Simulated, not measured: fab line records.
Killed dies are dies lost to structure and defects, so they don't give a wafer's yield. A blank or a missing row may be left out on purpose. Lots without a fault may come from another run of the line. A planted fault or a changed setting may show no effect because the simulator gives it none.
Comparing a struck lot with a sound one || flow berkeley cmos170 || 23 out of 331 route steps
Sound: wafers L775.2, L775.3, L775.5. Wafers struck: L791.1, L791.3, L791.6. The cause comes at the end.
Each step with rows lists, per side, the tool, then ch with its chambers, then its first start. Under that, the readings that differ: sound wafers || struck wafers || difference of the means || sigmas: that difference in standard deviations of wafers without a fault.
alike: readings whose means differ by less than 2 such deviations, and words and numbers that are the same on both sides. not compared: withheld readings, readings that some wafer has no value for, bounds like >300 that may hide the same value, and numbers for which the record gives no deviation and whose values overlap.
Wherever a step has rows on one side only, a row that says differs or no value, or a row with sigmas, the two part there. Numbers that don't overlap but have no deviation are shown without sigmas and don't part them. Lack of a reading on every wafer of one side parts them only where that side has two or more wafers.

UCB170_NWELL_TW_MEAS_16:
  sound on film metro-04 at day 2 20:45; struck on film metro-03 at day 5 22:26
  alike: NWELL_TW
then, 6 steps without rows for these wafers: UCB170_NWELL_CLEAN_17 (cleans in SPM, time 600 s); UCB170_NWELL_WET_ETCH_18 (etches Si3N4 in H3PO4, time 14400 s); UCB170_NWELL_WET_ETCH_19 (etches SiO2 in BOE, time 22 s); UCB170_PWELL_CLEAN_00 (cleans in SPM, time 600 s); UCB170_PWELL_CLEAN_01 (cleans in dHF, time 60 s); UCB170_PWELL_OXIDATION_02 (target thk 26.4 nm, ox time 1260 s).
UCB170_PWELL_THK_MEAS_03:
  sound on film metro-03 at day 3 05:43; struck on film metro-03 at day 6 08:56
  alike: PWELL_OXIDE_THK
then, 2 steps without rows for these wafers: UCB170_PWELL_ANNEAL_04 (time 900 s); UCB170_PWELL_CVD_05 (deposits Si3N4 from SiH2Cl2/NH3, target thk 220 nm, time 3300 s).
UCB170_PWELL_THK_MEAS_06:
  sound on film metro-03 at day 3 10:42; struck on film metro-03 at day 6 15:29
  alike: PWELL_NITRIDE_THK
then, 1 step without rows for these wafers: UCB170_PWELL_HMDS_07 (prime time 60 s).
UCB170_PWELL_COAT_08: resist thk 900 nm.
  sound on litho track-01 ch 0, day 3 11:40; struck on litho track-04 ch 0, day 6 16:05
{"reading": "spin speed rpm (rpm)", "sound": "1501.2 1500.1 1499.7", "struck": "1277.6 1278.6 1276.9", "difference": -222.6, "sigmas": "-99 or more"}
{"reading": "model.KrF_of_PWELL_COAT_08.thk nm (nm)", "sound": "900.9 898.4 901.4", "struck": "968.4 971.1 969.2", "difference": "+69.3", "sigmas": ""}
  alike: exhaust pa, resist line temp C
UCB170_PWELL_SOFTBAKE_09: time 62.83 s.
  sound on litho track-01 ch 0, day 3 11:49; struck on litho track-04 ch 0, day 6 16:14
  alike: exhaust pa, plate sensor t centre C, plate sensor t edge C, resist line temp C
then, 3 steps without rows for these wafers: UCB170_PWELL_EXPOSE_10 (exposes mask PWELL, target cd 3000 nm); UCB170_PWELL_PEB_11; UCB170_PWELL_DEVELOP_12 (develop time 45 s).
UCB170_PWELL_OVL_MEAS_13:
  sound on overlay-01 at day 3 16:11; struck on overlay-02 at day 6 17:26
  alike: PWELL_OVL
UCB170_PWELL_ETCH_14: etches Si3N4 in CH3F/Ar/O2, stops on SiO2, target depth 242 nm, time 151 s.
  sound on rie diel-04 ch 0,1,2, day 3 16:13; struck on rie diel-01 ch 0,1, day 6 17:28
{"reading": "model.KrF_of_PWELL_COAT_08.thk nm (nm)", "sound": "723.7 721.4 724", "struck": "794.7 795.2 793.4", "difference": "+71.4", "sigmas": ""}
  alike: drypump motor current A, mfc ar sccm, oes product au, rf fwd power W, throttle valve pct
  not compared: rf hours counter h
following that, these wafers have no rows for 1 step: UCB170_PWELL_IMPLANT_15.
UCB170_PWELL_STRIP_16: strips in O2.
  sound on plasma asher-02 ch 0,1, day 3 16:28; struck on plasma asher-02 ch 0,1, day 6 17:43
{"reading": "strip time to endpoint s (s)", "sound": "18.07 18.01 18.09", "struck": "19.77 19.78 19.74", "difference": "+1.71", "sigmas": "+23"}
  alike: drypump motor current A, o2 flow sccm, oes product au
  not compared: rf hours counter h
UCB170_PWELL_TW_MEAS_17:
  sound on film metro-03 at day 3 16:34; struck on film metro-03 at day 6 17:49
  alike: PWELL_TW
UCB170_M3_PROBE_99:
  rows exist in the record for the sound wafers here (prober-02, day 9 11:20), none for the struck ones

## WHERE THEY PART
At UCB170_PWELL_COAT_08 first; at UCB170_M3_PROBE_99 last (within this record only).

WHY: the cause the simulator had injected
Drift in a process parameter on litho track-04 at UCB170_PWELL_COAT_08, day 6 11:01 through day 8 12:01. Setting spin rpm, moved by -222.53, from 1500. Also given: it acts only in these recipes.
